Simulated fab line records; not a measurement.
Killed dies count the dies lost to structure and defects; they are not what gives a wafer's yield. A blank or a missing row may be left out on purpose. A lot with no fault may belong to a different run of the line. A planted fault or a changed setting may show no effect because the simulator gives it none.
A lot that was struck, set against a sound lot    flow rit_cmos    19 out of 202 route steps
Sound: wafers L866.1, L866.3, L866.6. Struck: wafers L884.3, L884.4, L884.6. The cause is named last.
For every step that has rows: the tool of each side, followed by ch and its chambers, followed by its first start. Under that, the readings that differ: sound wafers    struck wafers    difference of the means    sigmas: that difference in standard deviations of wafers without a fault.
alike: words and numbers the same on both sides, and readings whose means are apart by under 2 such deviations; not compared: readings that were withheld, readings missing a value for some wafer, numbers with overlapping values and no deviation given by the record, and bounds like >300 which may hide the same value.
A row with sigmas, a row that says differs or no value, or rows on one side alone: a step with any of these is where the two part. Non-overlapping numbers with no deviation appear without sigmas and do not part them. Lack of a reading on every wafer of one side parts them only where that side has two or more wafers.

first, 4 steps without rows for these wafers: RIT_PSD_SOFTBAKE_02 (time 60 s); RIT_PSD_EXPOSE_03 (exposes mask M10, target cd 40900 nm); RIT_PSD_PEB_04; RIT_PSD_DEVELOP_05 (develop time 50 s).
RIT_PSD_OVL_MEAS_06:
  struck on overlay-02, day 7 06:13; sound on overlay-01, day 3 15:40
  alike: PSD_OVL
then, 2 steps without rows for these wafers: RIT_PSD_HARDBAKE_07 (time 60 s); RIT_PSD_IMPLANT_08.
RIT_PSD_STRIP_09: strips in O2, time 180 s.
  sound on plasma_asher-02 ch 0,1, day 3 16:00; struck on plasma_asher-02 ch 0,1, day 7 06:35
  alike: drypump_motor_current_A, o2_flow_sccm
  not compared: rf_hours_counter_h
RIT_PSD_TW_MEAS_10:
  struck on film_metro-03, day 7 06:44; sound on film_metro-02, day 3 16:10
  alike: PSD_TW
then, 3 steps without rows for these wafers: RIT_SDANNEAL_CLEAN_00 (cleans in SC1, time 600 s); RIT_SDANNEAL_CLEAN_01 (cleans in dHF, time 30 s); RIT_SDANNEAL_CLEAN_02 (cleans in SC2, time 600 s).
RIT_SDANNEAL_RTA_03: time 5 s.
  sound on rtp_anneal-01 ch 0, day 3 16:46; struck on rtp_anneal-01 ch 0, day 7 07:09
reading           sound                 struck             difference  sigmas
wafer_temp_C_max  1054.5 1054.3 1053.0  989.0 988.9 987.2  -65.6       -55
RIT_SDANNEAL_RS_MEAS_04: measurement is done with a four-point probe.
  struck on film_metro-02, day 7 07:14; sound on film_metro-03, day 3 16:50
reading          sound                 struck                difference  sigmas
PSD_RS (ohm/sq)  115.72 115.79 115.72  165.75 165.59 165.96  +50.02      +99 or more
RIT_SDANNEAL_RS_MEAS_05: measurement is done with a four-point probe.
  struck on film_metro-02, day 7 07:21; sound on film_metro-03, day 3 16:57
reading          sound              struck             difference  sigmas
NSD_RS (ohm/sq)  84.41 84.35 84.47  87.14 87.14 87.18  +2.74       +11
RIT_SDANNEAL_RS_MEAS_06: measurement is done with a four-point probe.
  struck on film_metro-02, day 7 07:28; sound on film_metro-03, day 3 17:04
reading           sound              struck             difference  sigmas
PLDD_RS (ohm/sq)  178.8 178.4 178.5  245.6 245.9 245.9  +67.2       +99 or more
RIT_SDANNEAL_RS_MEAS_07: measurement is done with a four-point probe.
  struck on film_metro-02, day 7 07:35; sound on film_metro-03, day 3 17:11
  alike: NLDD_RS
then, 1 step without rows for these wafers: RIT_SILICIDE_WET_ETCH_00 (etches SiO2 in BOE, target depth 14 nm, time 15 s).
RIT_M1_PROBE_99:
  struck on prober-02, day 7 14:39; sound on prober-02, day 4 00:14
reading                              sound              struck             difference  sigmas
model.etest.pmos_turned.r_on_ohm_um  3198 3189 3161     4814 4877 4884     +1676       
model.etest.pmos_0p3.r_on_ohm_um     5966 5980 6043     7442 7482 7235     +1390       
model.etest.pmos_0p15.r_on_ohm_um    2595 2572 2594     3578 3628 3547     +997        
model.etest.pldd.rs_ohm_sq           454.8 454.8 456    707.4 706.2 725.8  +257.9      
model.etest.nmos_0p3.r_on_ohm_um     2088 2080 2083     2316 2300 2263     +209        
model.etest.pmos_turned.drive_ua_um  210 205.8 209.3    117.8 116.6 119.2  -90.5       
model.etest.nmos_0p15.r_on_ohm_um    1076 1064 1070     1154 1175 1173     +97         
model.etest.nmos_0p15.drive_ua_um    490.3 485.3 486.5  408.7 417.8 423.8  -70.6       
  alike: killed_at_M0_to_M3, killed_at_contacts, killed_at_front_end, killed_dies, killed_open, killed_short

== WHERE THEY PART ==
First at RIT_SDANNEAL_RTA_03; last, within this record, at RIT_SDANNEAL_RS_MEAS_06. Later steps at which nothing parts them and some readings are alike: RIT_SDANNEAL_RS_MEAS_07, RIT_M1_PROBE_99.

WHY: the cause the simulator had injected
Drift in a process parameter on rtp_anneal-01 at RIT_SDANNEAL_RTA_03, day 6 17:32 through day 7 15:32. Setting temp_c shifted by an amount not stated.
